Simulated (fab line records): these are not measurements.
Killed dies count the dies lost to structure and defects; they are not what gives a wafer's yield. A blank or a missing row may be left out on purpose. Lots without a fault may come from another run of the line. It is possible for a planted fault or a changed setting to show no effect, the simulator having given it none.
Which tool is to blame? / flow rit_cmos / Sampling: 15 lots, 45 wafers, 4 of 202 route steps

WHAT EACH GAUGE READ, for each wafer
RIT_CONTACT_THK_MEAS_01.
lot=L741; measured=day 3 09:08; on=film_metro-03; CONTACT_TEOS_THK (nm)=398 401 402
lot=L742; measured=day 3 18:48; on=film_metro-03; CONTACT_TEOS_THK (nm)=401 397 405
lot=L743; measured=day 4 00:55; on=film_metro-03; CONTACT_TEOS_THK (nm)=410 407 400
lot=L744; measured=day 4 07:05; on=film_metro-02; CONTACT_TEOS_THK (nm)=401 402 408
lot=L745; measured=day 4 10:05; on=film_metro-04; CONTACT_TEOS_THK (nm)=398 405 399
lot=L746; measured=day 4 14:46; on=film_metro-03; CONTACT_TEOS_THK (nm)=393 403 398
lot=L747; measured=day 4 19:54; on=film_metro-02; CONTACT_TEOS_THK (nm)=391 393 392
lot=L749; measured=day 5 08:29; on=film_metro-03; CONTACT_TEOS_THK (nm)=398 407 405
lot=L750; measured=day 5 14:58; on=film_metro-03; CONTACT_TEOS_THK (nm)=398 401 403
lot=L753; measured=day 6 02:37; on=film_metro-03; CONTACT_TEOS_THK (nm)=401 400 406
lot=L755; measured=day 6 17:17; on=film_metro-04; CONTACT_TEOS_THK (nm)=398 394 404
lot=L757; measured=day 7 15:13; on=film_metro-02; CONTACT_TEOS_THK (nm)=400 405 410
lot=L759; measured=day 7 19:18; on=film_metro-03; CONTACT_TEOS_THK (nm)=400 402 402
lot=L761; measured=day 8 07:20; on=film_metro-03; CONTACT_TEOS_THK (nm)=401 403 412
lot=L763; measured=day 8 20:11; on=film_metro-02; CONTACT_TEOS_THK (nm)=403 408 408

RIT_CONTACT_CD_MEAS_08 targets a cd of 1000 nm.
lot=L741; measured=day 3 10:10; on=cd_sem-01; cd_nm (nm)=999.8 999.6 1000.8
lot=L742; measured=day 3 19:58; on=cd_sem-02; cd_nm (nm)=995.2 997.0 996.3
lot=L743; measured=day 4 02:05; on=cd_sem-01; cd_nm (nm)=998.5 998.1 999.9
lot=L744; measured=day 4 08:07; on=cd_sem-02; cd_nm (nm)=999.3 996.4 998.1
lot=L745; measured=day 4 11:17; on=cd_sem-01; cd_nm (nm)=1003.9 1000.6 1001.7
lot=L746; measured=day 4 15:56; on=cd_sem-02; cd_nm (nm)=993.2 993.5 996.4
lot=L747; measured=day 4 21:03; on=cd_sem-02; cd_nm (nm)=997.5 993.5 996.2
lot=L749; measured=day 5 09:32; on=cd_sem-02; cd_nm (nm)=997.3 996.7 996.6
lot=L750; measured=day 5 16:08; on=cd_sem-02; cd_nm (nm)=998.4 998.5 999.0
lot=L753; measured=day 6 03:46; on=cd_sem-02; cd_nm (nm)=995.7 998.1 996.5
lot=L755; measured=day 6 18:27; on=cd_sem-02; cd_nm (nm)=1000.6 1000.1 1000.9
lot=L757; measured=day 7 16:26; on=cd_sem-01; cd_nm (nm)=999.3 998.6 999.7
lot=L759; measured=day 7 20:23; on=cd_sem-02; cd_nm (nm)=998.5 999.4 998.5
lot=L761; measured=day 8 08:22; on=cd_sem-01; cd_nm (nm)=1001.5 999.7 1003.3
lot=L763; measured=day 8 21:22; on=cd_sem-02; cd_nm (nm)=998.7 1001.1 999.4

RIT_M1_BOW_MEAS_16.
lot=L741; measured=day 3 15:14; on=film_metro-02; M1_BOW (um)=24 12 16
lot=L742; measured=day 4 01:11; on=film_metro-02; M1_BOW (um)=14 27 15
lot=L743; measured=day 4 07:16; on=film_metro-03; M1_BOW (um)=8 7 17
lot=L744; measured=day 4 13:17; on=film_metro-03; M1_BOW (um)=25 22 22
lot=L745; measured=day 4 16:28; on=film_metro-01; M1_BOW (um)=12 16 21
lot=L746; measured=day 4 21:23; on=film_metro-01; M1_BOW (um)=21 14 23
lot=L747; measured=day 5 02:07; on=film_metro-02; M1_BOW (um)=7 18 23
lot=L749; measured=day 5 14:52; on=film_metro-02; M1_BOW (um)=4 11 24
lot=L750; measured=day 5 21:29; on=film_metro-03; M1_BOW (um)=8 22 28
lot=L753; measured=day 6 08:48; on=film_metro-02; M1_BOW (um)=18 23 26
lot=L755; measured=day 6 23:37; on=film_metro-03; M1_BOW (um)=23 24 19
lot=L757; measured=day 7 22:42; on=film_metro-02; M1_BOW (um)=18 14 15
lot=L759; measured=day 8 01:38; on=film_metro-02; M1_BOW (um)=16 3 12
lot=L761; measured=day 8 13:47; on=film_metro-02; M1_BOW (um)=13 24 20
lot=L763; measured=day 9 03:43; on=film_metro-03; M1_BOW (um)=14 8 13

TOOL THAT RAN EACH LOT (tool first, then ch and the chambers of the sampled wafers, then the start)
lot=L741; RIT_M1_STRIP_14=plasma_asher-03 ch 0,1, day 3 13:26
lot=L742; RIT_M1_STRIP_14=plasma_asher-01 ch 0, day 3 23:22
lot=L743; RIT_M1_STRIP_14=plasma_asher-03 ch 0,1, day 4 05:28
lot=L744; RIT_M1_STRIP_14=plasma_asher-02 ch 0,1, day 4 11:28
lot=L745; RIT_M1_STRIP_14=plasma_asher-03 ch 0,1, day 4 14:40
lot=L746; RIT_M1_STRIP_14=plasma_asher-01 ch 0,1, day 4 19:36
lot=L747; RIT_M1_STRIP_14=plasma_asher-03 ch 0,1, day 5 00:19
lot=L749; RIT_M1_STRIP_14=plasma_asher-03 ch 0, day 5 13:04
lot=L750; RIT_M1_STRIP_14=plasma_asher-02 ch 0,1, day 5 19:41
lot=L753; RIT_M1_STRIP_14=plasma_asher-01 ch 0,1, day 6 07:01
lot=L755; RIT_M1_STRIP_14=plasma_asher-02 ch 0,1, day 6 21:48
lot=L757; RIT_M1_STRIP_14=plasma_asher-01 ch 0, day 7 20:08
lot=L759; RIT_M1_STRIP_14=plasma_asher-01 ch 0,1, day 7 23:49
lot=L761; RIT_M1_STRIP_14=plasma_asher-01 ch 0,1, day 8 11:57
lot=L763; RIT_M1_STRIP_14=plasma_asher-03 ch 0,1, day 9 00:58
- RIT_M1_STRIP_14: strips in O2, time 180 s.

AS READ BY THE TOOLS THEMSELVES (means over the sampled wafers that have a number; for cases with no such wafer, the mark the record gives instead)
RIT_M1_STRIP_14.
lot=L741; tool=plasma_asher-03; drypump_motor_current_A (A)=5.8; run_length_s (s)=208.23
lot=L742; tool=plasma_asher-01; drypump_motor_current_A (A)=5.4; run_length_s (s)=208.33
lot=L743; tool=plasma_asher-03; drypump_motor_current_A (A)=5.8; run_length_s (s)=208.23
lot=L744; tool=plasma_asher-02; drypump_motor_current_A (A)=6.2; run_length_s (s)=208.44
lot=L745; tool=plasma_asher-03; drypump_motor_current_A (A)=5.4; run_length_s (s)=208.43
lot=L746; tool=plasma_asher-01; drypump_motor_current_A (A)=5.7; run_length_s (s)=208.33
lot=L747; tool=plasma_asher-03; drypump_motor_current_A (A)=5.4; run_length_s (s)=208.29
lot=L749; tool=plasma_asher-03; drypump_motor_current_A (A)=6.3; run_length_s (s)=208.32
lot=L750; tool=plasma_asher-02; drypump_motor_current_A (A)=5.8; run_length_s (s)=208.15
lot=L753; tool=plasma_asher-01; drypump_motor_current_A (A)=5.8; run_length_s (s)=208.31
lot=L755; tool=plasma_asher-02; drypump_motor_current_A (A)=5.9; run_length_s (s)=208.36
lot=L757; tool=plasma_asher-01; drypump_motor_current_A (A)=5.4; run_length_s (s)=258.16
lot=L759; tool=plasma_asher-01; drypump_motor_current_A (A)=5.6; run_length_s (s)=258.05
lot=L761; tool=plasma_asher-01; drypump_motor_current_A (A)=5.6; run_length_s (s)=257.96
lot=L763; tool=plasma_asher-03; drypump_motor_current_A (A)=5.9; run_length_s (s)=208.07

THE ANSWER, worked out from the rows above alone
Rule: usual is defined by the lots themselves. The widest of any qualifying gaps counts: lots, ordered by their means at a reading, are off when they make up no more than a third of the lots, leave a main group of 4 or more, and stand apart from it by 3 or more times the standard deviation of that group's means. Not used: any main group whose means are identical at the precision the tables above print for the reading. Also off: a lot with no number at a reading for which 4 or more lots have one. Any other lot the step has rows for is counted as sound. First the gauges in route order, then the tools' own readings, where a lot's mean is used as printed above. The first step at which some lot is off is used, and at that step the reading that is off furthest; a lot without a number counts as furthest.
Off, at RIT_M1_STRIP_14 on run_length_s: L757, L759, L761. For the main group the mean is 208.29 s and the standard deviation 0.1.
If a tool, at that step or one of the process steps before it, ran each lot that is off and ran no sound lot following the first of them, it fits. One fits: RIT_M1_STRIP_14 on plasma_asher-01. Its last sound lot is L753 (day 6 07:01), its first lot that is off L757 (day 7 20:08): a fault that began between those two fits.
On the lots that are off, the tool's own readings at RIT_M1_STRIP_14 differ by more than 5 times the standard deviation of the sound lots' means, which bears it out; run_length_s reads 258.06 s there versus 208.29 s on the sound lots.

WHAT WAS PUT IN BY THE SIMULATOR
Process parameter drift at RIT_M1_STRIP_14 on plasma_asher-01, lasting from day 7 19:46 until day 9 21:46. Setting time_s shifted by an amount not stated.
Lots struck among those shown: L757, L759, L761. The same result came from the rule above.
